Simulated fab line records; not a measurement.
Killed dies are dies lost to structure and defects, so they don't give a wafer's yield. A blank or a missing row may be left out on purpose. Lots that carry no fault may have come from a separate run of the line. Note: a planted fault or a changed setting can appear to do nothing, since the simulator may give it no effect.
fab line records	flow berkeley_cmos170
record lots=5	wafers=15	last_day=12
route steps=331 shown M3@316
lots with no fault: from the same line, run without faults
start_h: the number of hours between the record's first day and the start of the first shown wafer of the lot	wait_h: hours since the lot's step before	" identical to the entry in the row above	L1.1+2: one row covering several wafers at once	- either no value or no given start	* or withheld: withheld	< > ~ a bound
route shown NAME@n: NAME is a module with steps in the file, n the number in the route of the first one	usual: mean/standard deviation taken from wafers without a fault	same: alike in all rows	chamber/n: place in a boat	sites: readings site by site	_std_site: standard deviation across them	_edge_site: inner sites' mean taken away from outer sites' mean	radius_mm: how far each site lies from the wafer's centre	mask NAME#n: copy n	behind: the tool/chamber that last shaped the wafer	hold: cause of the lot's hold/its duration in hours/its outcome	device: transistor that didn't switch, given as n, p or np	end of line: the tests these same wafers got at the end of their route	where a step has no rows: the recipe by itself	killed: count of dies lost to structure and defects at first sort (not the wafer's yield)	map: shows each die of a wafer: x if killed, . if not, _ if none is there
set.NAME: the setting as run; set.NAME@STEP: as run at that earlier step	model.NAME: the simulator's own value behind a step, which no gauge read
lots at selected steps of the route; one table per step, one row per wafer
services: a tool's chamber out of use, with start hour (start_h, from the record's first day; less than 0 if before it), hours out, and reason
## steps
# step UCB170_M3_STRIP_07
# recipe chemistry=O2	power_w=400	pressure_mtorr=3500	platen_temp_c=withheld	o2_flow_sccm=400	overash_fraction=0.5
# usual drypump_motor_current_A=5.7/0.48	oes_product_au=0.735/0.0046	strip_time_to_endpoint_s=21.98/0.07
lot.wafer	tool	chamber	start_h	wait_h	drypump_motor_current_A	oes_product_au	rf_hours_counter_h	strip_time_to_endpoint_s
L076.2	plasma_asher-02	0	175.14	0.1	5.8	0.730	47	21.88
L076.3	"	0	"	"	5.8	0.736	-	21.95
L076.4	"	1	"	"	5.4	0.742	-	21.91
L078.2	plasma_asher-01	0	185.09	0.1	5.9	0.728	8	21.99
L078.3	"	0	"	"	5.9	0.736	-	21.94
L078.4	"	1	"	"	6.4	0.736	-	22.08
L086.2	plasma_asher-01	1	219.45	0.1	6.5	0.728	12	21.91
L086.4	"	1	"	"	6.5	0.735	-	21.90
L086.5	"	1	"	"	6.4	0.736	-	21.89
L096.1	plasma_asher-02	0	276.20	0.1	5.8	0.732	59	21.89
L096.3	"	0	"	"	5.8	0.737	-	21.91
L096.6	"	1	"	"	5.3	0.734	-	21.91
L097.3	plasma_asher-01	0	276.45	0.1	5.9	0.737	-	21.92
L097.5	"	1	"	"	6.4	0.739	-	21.87
L097.6	"	0	"	"	5.9	0.730	-	21.91
# step UCB170_M3_STRIP_08
# recipe chemistry=DMSO	temp_c=80	time_s=600	material=KrF
# usual temp_c=79.98/0.12
lot.wafer	tool	chamber	start_h	wait_h	temp_c
L076.2	wet_bench-02	3	175.24	0.1	79.97
L076.3	"	3	"	"	79.92
L076.4	"	3	"	"	80.11
L078.2	wet_bench-02	0	185.19	0.1	79.79
L078.3	"	0	"	"	79.91
L078.4	"	0	"	"	79.88
L086.2	wet_bench-02	1	219.55	0.1	79.85
L086.4	"	1	"	"	79.99
L086.5	"	1	"	"	80.11
L096.1	wet_bench-02	2	276.30	0.1	79.97
L096.3	"	2	"	"	79.98
L096.6	"	2	"	"	80.07
L097.3	wet_bench-02	0	276.52	0.0	79.86
L097.5	"	0	"	"	79.77
L097.6	"	0	"	"	80.17
# step UCB170_M3_COAT_09
# recipe resist=BARC	temp_c=withheld	time_s=withheld	spin_rpm=3000	resist_thk_nm=withheld
# usual exhaust_pa=45.1/0.97
lot.wafer	tool	chamber	start_h	wait_h	exhaust_pa
L076.2	litho_track-01	0	175.46	0.0	44.9
L076.3	"	0	"	"	45.5
L076.4	"	0	"	"	46.4
L078.2	litho_track-04	0	185.58	0.2	46.3
L078.3	"	0	"	"	47.3
L078.4	"	0	"	"	46.4
L086.2	litho_track-01	0	219.75	0.0	45.2
L086.4	"	0	"	"	45.1
L086.5	"	0	"	"	45.2
L096.1	litho_track-01	0	276.70	0.2	44.9
L096.3	"	0	"	"	45.2
L096.6	"	0	"	"	45.1
L097.3	litho_track-04	0	276.98	0.3	46.3
L097.5	"	0	"	"	44.1
L097.6	"	0	"	"	43.6
# step UCB170_M3_COAT_10
# recipe resist=KrF	spin_rpm=1500	resist_thk_nm=900
# usual exhaust_pa=45.0/0.84
lot.wafer	tool	chamber	start_h	wait_h	exhaust_pa
L076.2	litho_track-01	0	-	-	45.3
L076.3	"	0	"	"	43.9
L076.4	"	0	"	"	44.4
L078.2	litho_track-04	0	-	-	46.2
L078.3	"	0	"	"	45.3
L078.4	"	0	"	"	45.6
L086.2	litho_track-01	0	-	-	46.2
L086.4	"	0	"	"	43.8
L086.5	"	0	"	"	45.1
L096.1	litho_track-01	0	-	-	46.8
L096.3	"	0	"	"	46.5
L096.6	"	0	"	"	46.4
L097.3	litho_track-04	0	-	-	47.5
L097.5	"	0	"	"	45.7
L097.6	"	0	"	"	44.4
# step UCB170_M3_SOFTBAKE_11
# recipe resist=KrF	temp_c=130	time_s=60
# usual exhaust_pa=45.3/0.83	heater_power_total_W=56.80/0.047
lot.wafer	tool	chamber	start_h	wait_h	exhaust_pa	heater_power_total_W
L076.2	litho_track-01	0	-	-	46.3	56.75
L076.3	"	0	"	"	46.4	56.88
L076.4	"	0	"	"	45.5	56.91
L078.2	litho_track-04	0	-	-	44.5	56.82
L078.3	"	0	"	"	44.8	56.83
L078.4	"	0	"	"	45.9	56.75
L086.2	litho_track-01	0	-	-	45.1	56.84
L086.4	"	0	"	"	44.9	56.86
L086.5	"	0	"	"	46.0	56.85
L096.1	litho_track-01	0	-	-	45.5	56.81
L096.3	"	0	"	"	45.9	56.77
L096.6	"	0	"	"	45.2	56.73
L097.3	litho_track-04	0	-	-	45.8	56.82
L097.5	"	0	"	"	45.4	56.82
L097.6	"	0	"	"	46.4	56.86
# step UCB170_M3_EXPOSE_12
# recipe mask_id=METAL3	target_cd_nm=700	na=0.5	sigma_outer=0.6	source_shape=conventional	dose_mj=26
lot.wafer	tool	chamber	start_h	wait_h	mask
L076.2+3+4	krf_scanner-02	0	176.03	-	METAL3#0
L078.2+3+4	krf_scanner-02	0	186.02	-	METAL3#0
L086.2+4+5	krf_scanner-01	0	220.20	-	METAL3#0
L096.1+3+6	krf_scanner-02	0	277.15	-	METAL3#0
L097.3+5+6	krf_scanner-01	0	277.54	-	METAL3#0
# step UCB170_M3_PEB_13
# recipe peb_temp_c=130	peb_time_s=withheld	resist=KrF
# usual exhaust_pa=44.9/0.8	heater_power_total_W=56.80/0.048
lot.wafer	tool	chamber	start_h	wait_h	exhaust_pa	heater_power_total_W
L076.2	litho_track-04	0	176.15	0.1	46.0	56.79
L076.3	"	0	"	"	45.8	56.78
L076.4	"	0	"	"	44.9	56.81
L078.2	litho_track-02	0	186.39	0.4	45.1	56.84
L078.3	"	0	"	"	45.5	56.80
L078.4	"	0	"	"	43.2	56.74
L086.2	litho_track-02	0	220.37	0.2	45.3	56.81
L086.4	"	0	"	"	46.3	56.74
L086.5	"	0	"	"	44.4	56.76
L096.1	litho_track-02	0	277.59	0.4	44.1	56.79
L096.3	"	0	"	"	44.4	56.80
L096.6	"	0	"	"	44.1	56.71
L097.3	litho_track-02	0	277.92	0.4	44.5	56.86
L097.5	"	0	"	"	44.8	56.78
L097.6	"	0	"	"	45.9	56.87
# step UCB170_M3_DEVELOP_14
# recipe developer=TMAH	develop_time_s=45	resist=KrF	dev_temp_c=21
# usual exhaust_pa=44.8/0.9
lot.wafer	tool	chamber	start_h	wait_h	exhaust_pa
L076.2	litho_track-04	0	-	-	44.8
L076.3	"	0	"	"	45.8
L076.4	"	0	"	"	44.7
L078.2	litho_track-02	0	-	-	46.6
L078.3	"	0	"	"	46.1
L078.4	"	0	"	"	44.5
L086.2	litho_track-02	0	-	-	44.6
L086.4	"	0	"	"	44.9
L086.5	"	0	"	"	45.2
L096.1	litho_track-02	0	-	-	46.0
L096.3	"	0	"	"	46.1
L096.6	"	0	"	"	46.1
L097.3	litho_track-02	0	-	-	44.4
L097.5	"	0	"	"	43.7
L097.6	"	0	"	"	44.5
# step UCB170_M3_CD_MEAS_15
# recipe target_cd_nm=700
# usual cd_nm=700.0/1.3
lot.wafer	tool	chamber	start_h	wait_h	cd_nm
L076.2	cd_sem-01	-	176.42	-	700.4
L076.3	"	-	"	"	699.1
L076.4	"	-	"	"	700.6
L078.2	cd_sem-02	-	186.66	-	698.6
L078.3	"	-	"	"	698.2
L078.4	"	-	"	"	699.5
L086.2	cd_sem-02	-	220.64	-	702.4
L086.4	"	-	"	"	701.6
L086.5	"	-	"	"	701.6
L096.1	cd_sem-02	-	277.87	-	701.0
L096.3	"	-	"	"	700.8
L096.6	"	-	"	"	701.4
L097.3	cd_sem-02	-	278.27	-	700.4
L097.5	"	-	"	"	701.3
L097.6	"	-	"	"	700.5
# step UCB170_M3_OVL_MEAS_16
# usual M3_OVL=1/4.5
lot.wafer	tool	chamber	start_h	wait_h	M3_OVL[nm]
L076.2	overlay-01	-	176.53	0.1	7
L076.3	"	-	"	"	3
L076.4	"	-	"	"	-2
L078.2	overlay-01	-	186.77	0.1	4
L078.3	"	-	"	"	-4
L078.4	"	-	"	"	-2
L086.2	overlay-01	-	220.75	0.1	-4
L086.4	"	-	"	"	-3
L086.5	"	-	"	"	6
L096.1	overlay-01	-	277.99	0.1	0
L096.3	"	-	"	"	2
L096.6	"	-	"	"	-1
L097.3	overlay-02	-	278.36	0.1	-1
L097.5	"	-	"	"	10
L097.6	"	-	"	"	2
# step UCB170_M3_ETCH_17
# recipe chemistry=N2/H2	target_depth_a=withheld	overetch_a=withheld	target=BARC	time_s=withheld	source_w=500	bias_w=100	pressure_mtorr=30	n2_flow_sccm=100	h2_flow_sccm=200
# usual drypump_motor_current_A=5.7/0.4	h2_flow_sccm=200.0/0.54	oes_product_au=1.001/0.016	throttle_valve_pct=13.16/0.22
lot.wafer	tool	chamber	start_h	wait_h	drypump_motor_current_A	h2_flow_sccm	oes_product_au	throttle_valve_pct
L076.2	rie_diel-04	2	176.56	0.0	5.8	199.8	0.992	13.53
L076.3	"	3	"	"	6.3	200.6	1.014	12.92
L076.4	"	1	"	"	5.9	200.5	0.995	13.04
L078.2	rie_diel-04	1	186.80	0.0	5.9	200.3	1.001	13.04
L078.3	"	2	"	"	5.8	200.2	1.006	13.51
L078.4	"	3	"	"	6.3	199.9	1.023	12.92
L086.2	rie_diel-03	3	220.78	0.0	5.8	199.7	0.974	13.13
L086.4	"	2	"	"	5.0	200.6	1.002	13.55
L086.5	"	3	"	"	5.7	199.4	0.972	13.13
L096.1	rie_diel-01	3	278.03	0.0	5.6	199.4	1.008	13.26
L096.3	"	0	"	"	5.3	200.3	1.004	13.32
L096.6	"	1	"	"	5.9	200.6	1.018	13.04
L097.3	rie_diel-04	1	278.39	0.0	5.9	199.2	0.992	13.05
L097.5	"	3	"	"	6.3	199.7	1.013	12.92
L097.6	"	2	"	"	5.8	199.7	0.996	13.53
# step UCB170_M3_METAL_ETCH_18
# recipe chemistry=Cl2/BCl3	target=Al	stop_on=SiO2	pressure_mtorr=12	target_depth_a=11700	over_etch_frac=0.3	time_s=195	icp_w=600	bias_w=120	Cl2_flow_sccm=90	bcl3_flow_sccm=45
# usual drypump_motor_current_A=5.6/0.57	he_backside_leak_sccm=3.40/0.14	oes_product_au=0.850/0.016	throttle_valve_pct=24.27/0.2
lot.wafer	tool	chamber	start_h	wait_h	drypump_motor_current_A	he_backside_leak_sccm	oes_product_au	rf_hours_counter_h	throttle_valve_pct
L076.2	rie_metal-01	0	176.60	-	5.4	3.32	0.866	6	24.38
L076.3	"	1	"	"	5.9	3.43	0.880	-	24.21
L076.4	"	0	"	"	5.4	3.25	0.854	-	24.38
L078.2	rie_metal-04	1	186.84	-	6.6	3.42	0.835	7	24.34
L078.3	"	1	"	"	6.5	3.55	0.844	-	24.33
L078.4	"	0	"	"	5.0	3.49	0.826	-	23.96
L086.2	rie_metal-01	1	220.82	-	5.9	3.60	0.879	11	24.21
L086.4	"	0	"	"	5.4	3.48	0.855	-	24.39
L086.5	"	0	"	"	5.4	3.44	0.854	-	24.37
L096.1	rie_metal-02	0	278.07	-	5.3	3.33	0.855	10	24.32
L096.3	"	1	"	"	5.2	3.62	0.867	-	24.66
L096.6	"	1	"	"	5.2	3.54	0.866	-	24.65
L097.3	rie_metal-04	0	278.49	-	5.1	3.42	0.826	-	23.97
L097.5	"	0	"	"	5.0	3.42	0.824	-	23.97
L097.6	"	1	"	"	6.5	3.37	0.831	-	24.33
# step UCB170_M3_STRIP_19
# recipe chemistry=O2	power_w=400	pressure_mtorr=3500	platen_temp_c=withheld	o2_flow_sccm=400	overash_fraction=0.5
# usual drypump_motor_current_A=5.7/0.5	oes_product_au=0.538/0.011
lot.wafer	tool	chamber	start_h	wait_h	drypump_motor_current_A	oes_product_au	rf_hours_counter_h
L076.2	plasma_asher-02	0	176.79	0.1	5.8	0.537	48
L076.3	"	0	"	"	5.8	0.541	-
L076.4	"	1	"	"	5.3	0.533	-
L078.2	plasma_asher-02	1	187.03	0.1	5.3	0.537	49
L078.3	"	1	"	"	5.3	0.547	-
L078.4	"	0	"	"	5.8	0.534	-
L086.2	plasma_asher-02	1	221.01	0.1	5.4	0.548	52
L086.4	"	1	"	"	5.4	0.543	-
L086.5	"	0	"	"	5.8	0.543	-
L096.1	plasma_asher-01	1	278.25	0.1	6.4	0.528	19
L096.3	"	1	"	"	6.5	0.513	-
L096.6	"	1	"	"	6.4	0.508	-
L097.3	plasma_asher-04	0	278.65	0.1	5.9	0.522	-
L097.5	"	1	"	"	5.0	0.531	-
L097.6	"	0	"	"	5.9	0.536	-
# step UCB170_M3_CD_MEAS_90
# recipe target_cd_nm=700
# usual cd_nm=700.4/2.9
lot.wafer	tool	chamber	start_h	wait_h	cd_nm
L076.2	cd_sem-01	-	176.91	0.1	698.6
L076.3	"	-	"	"	703.4
L076.4	"	-	"	"	702.7
L078.2	cd_sem-01	-	187.15	0.1	696.7
L078.3	"	-	"	"	697.1
L078.4	"	-	"	"	695.9
L086.2	cd_sem-01	-	221.13	0.1	703.5
L086.4	"	-	"	"	698.5
L086.5	"	-	"	"	696.5
L096.1	cd_sem-02	-	278.47	0.2	698.8
L096.3	"	-	"	"	700.9
L096.6	"	-	"	"	701.2
L097.3	cd_sem-02	-	278.87	0.2	700.5
L097.5	"	-	"	"	702.5
L097.6	"	-	"	"	703.1
# step UCB170_M3_BOW_MEAS_20
# recipe mode=bow
# usual M3_BOW=35/7
lot.wafer	tool	chamber	start_h	wait_h	M3_BOW[um]
L076.2	film_metro-02	-	177.03	0.1	23
L076.3	"	-	"	"	36
L076.4	"	-	"	"	29
L078.2	film_metro-02	-	187.27	0.1	29
L078.3	"	-	"	"	37
L078.4	"	-	"	"	48
L086.2	film_metro-01	-	221.25	0.1	29
L086.4	"	-	"	"	37
L086.5	"	-	"	"	33
L096.1	film_metro-02	-	278.59	0.1	42
L096.3	"	-	"	"	30
L096.6	"	-	"	"	40
L097.3	film_metro-01	-	278.99	0.1	33
L097.5	"	-	"	"	42
L097.6	"	-	"	"	39
## services
tool	chamber	start_h	hours	kind
rie_diel-01	-	151.16	2.8	pm
rie_diel-04	0	152.52	6.7	repair
krf_scanner-02	0	156.41	-	calibration
krf_scanner-01	-	162.12	6.0	pm
plasma_asher-04	-	176.20	0.8	repair
rie_diel-01	3	180.24	-	clean
rie_diel-01	3	180.24	25.2	scheduled_down
krf_scanner-01	-	182.18	3.6	pm
krf_scanner-01	-	191.02	2.2	repair
krf_scanner-01	-	195.79	4.0	pm
plasma_asher-02	-	197.61	2.8	pm
rie_metal-02	-	207.76	28.1	pm
rie_diel-03	0	218.82	1.9	repair
rie_diel-04	3	220.07	9.5	repair
krf_scanner-02	-	229.80	1.3	pm
krf_scanner-01	-	231.13	1.0	pm
plasma_asher-04	-	231.42	2.1	repair
krf_scanner-01	-	232.13	0.8	pm
krf_scanner-01	0	233.53	-	calibration
rie_diel-01	3	247.09	3.1	repair
rie_diel-04	0	253.20	14.0	repair
krf_scanner-02	-	265.79	1.0	pm
krf_scanner-02	-	275.32	0.8	pm
krf_scanner-01	-	276.07	1.3	pm
## key
fault none
